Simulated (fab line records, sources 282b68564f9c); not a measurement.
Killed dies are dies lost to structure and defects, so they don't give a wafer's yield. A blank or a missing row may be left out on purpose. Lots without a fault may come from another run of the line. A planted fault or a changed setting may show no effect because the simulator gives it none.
A struck lot beside a sound one | flow rit_cmos | 16 steps out of a route of 202
Sound: wafers L371.3, L371.4, L371.6. Struck: wafers L378.1, L378.2, L378.6. The cause comes at the end.
At each step with rows: each side's tool, then ch and its chambers, then its first start. Under that, the readings that differ: sound wafers | struck wafers | difference of the means | sigmas: that difference in standard deviations of wafers without a fault.
alike: readings whose means differ by less than 2 such deviations, and words and numbers that are the same on both sides. not compared: withheld readings, readings that some wafer has no value for, bounds like >300 that may hide the same value, and numbers for which the record gives no deviation and whose values overlap.
The two part at a step that has a row with sigmas, a row that says differs or no value, or rows on one side only. Numbers that don't overlap but have no deviation are shown without sigmas and don't part them. A reading that every wafer of one side lacks parts them only if that side has two wafers or more.

first, 4 steps without rows for these wafers: RIT_ACTIVE_SOFTBAKE_07 (time 60 s); RIT_ACTIVE_EXPOSE_08 (exposes mask M1, target cd 1400 nm); RIT_ACTIVE_PEB_09; RIT_ACTIVE_DEVELOP_10 (develop time 50 s).
RIT_ACTIVE_CD_MEAS_11: target cd 1400 nm.
  sound on cd_sem-01, day 2 11:52; struck on cd_sem-01, day 3 21:26
  alike: cd_nm
then, 1 step without rows for these wafers: RIT_ACTIVE_HARDBAKE_12 (time 60 s).
RIT_ACTIVE_ETCH_13: etches Si3N4 in SF6, stops on SiO2, time 210 s, target depth 210 nm.
  sound on rie_diel-03 ch 0,3, day 2 12:05; struck on rie_diel-01 ch 0,2, day 3 21:43
  reading                     | sound       | struck      | difference | sigmas
  drypump_motor_current_A (A) | 5.7 6.7 6.7 | 5.8 4.9 4.9 | -1.2       | -2
  alike: oes_product_au, throttle_valve_pct
  not compared: rf_hours_counter_h
RIT_ACTIVE_STRIP_14: strips in O2, time 180 s.
  sound on plasma_asher-03 ch 0,1, day 2 12:17; struck on plasma_asher-03 ch 0,1, day 3 21:50
  alike: drypump_motor_current_A
  not compared: rf_hours_counter_h
RIT_ACTIVE_CD_MEAS_90: target cd 1400 nm.
  sound on cd_sem-01, day 2 12:26; struck on cd_sem-01, day 3 22:01
  alike: cd_nm
then, 3 steps without rows for these wafers: RIT_ACTIVE_CLEAN_15 (cleans in SC1, time 600 s); RIT_ACTIVE_CLEAN_16 (cleans in dHF, time 30 s); RIT_ACTIVE_CLEAN_17 (cleans in SC2, time 600 s).
RIT_FOX1_OXIDATION_00: target thk 350.7 nm, ox time 1130 s.
  sound on furnace-01 ch 0, day 2 13:07; struck on furnace-01 ch 0, day 4 01:18
  reading                                     | sound                | struck               | difference | sigmas
  spike_tc_centre_C (C)                       | 1102.8 1104.1 1104.7 | 1087.2 1088.7 1089.1 | -15.5      | -16
  spike_tc_load_C (C)                         | 1124.2 1124.5 1123.7 | 1107.2 1107.5 1109.5 | -16.1      | -6
  spike_tc_source_C (C)                       | 1129.6 1128.3 1128.9 | 1113.4 1113.5 1112.9 | -15.7      | -10
  tube_center_temp_C (C)                      | 1100 1099.9 1100.1   | 1085.3 1085.1 1085.2 | -14.8      | -99 or more
  tube_center_temp_C_max                      | 1102.4 1102.9 1103.7 | 1088.6 1088.0 1088.0 | -14.8      | -31
  model.SiO2_of_FOX1_OXIDATION_00.thk_nm (nm) | 349.4 348.9 351.1    | 322.4 327.6 327.4    | -24.0      |
RIT_FOX1_THK_MEAS_01:
  sound on film_metro-04, day 2 14:28; struck on film_metro-04, day 4 02:37
  reading             | sound       | struck      | difference | sigmas
  FOX1_OXIDE_THK (nm) | 349 349 351 | 323 328 327 | -24        | -4
then, 1 step without rows for these wafers: RIT_FOX1_WET_ETCH_02 (etches SiO2 in BOE, target depth 350 nm, time 390 s).
RIT_M1_PROBE_99:
  sound on prober-01, day 4 16:14; struck on prober-02, day 6 00:28
  alike: killed_at_front_end, killed_dies, killed_open, killed_short
  not compared: model.etest.nplus_sal.width_nm, model.etest.pplus_sal.width_nm, model.etest.poly_comb_over_steps.leak_log10_a_um

WHERE THEY PART
First at RIT_ACTIVE_ETCH_13; last, within this record, at RIT_FOX1_THK_MEAS_01. Later steps at which nothing parts them and some readings are alike: RIT_M1_PROBE_99.

WHY: what the simulator had put in
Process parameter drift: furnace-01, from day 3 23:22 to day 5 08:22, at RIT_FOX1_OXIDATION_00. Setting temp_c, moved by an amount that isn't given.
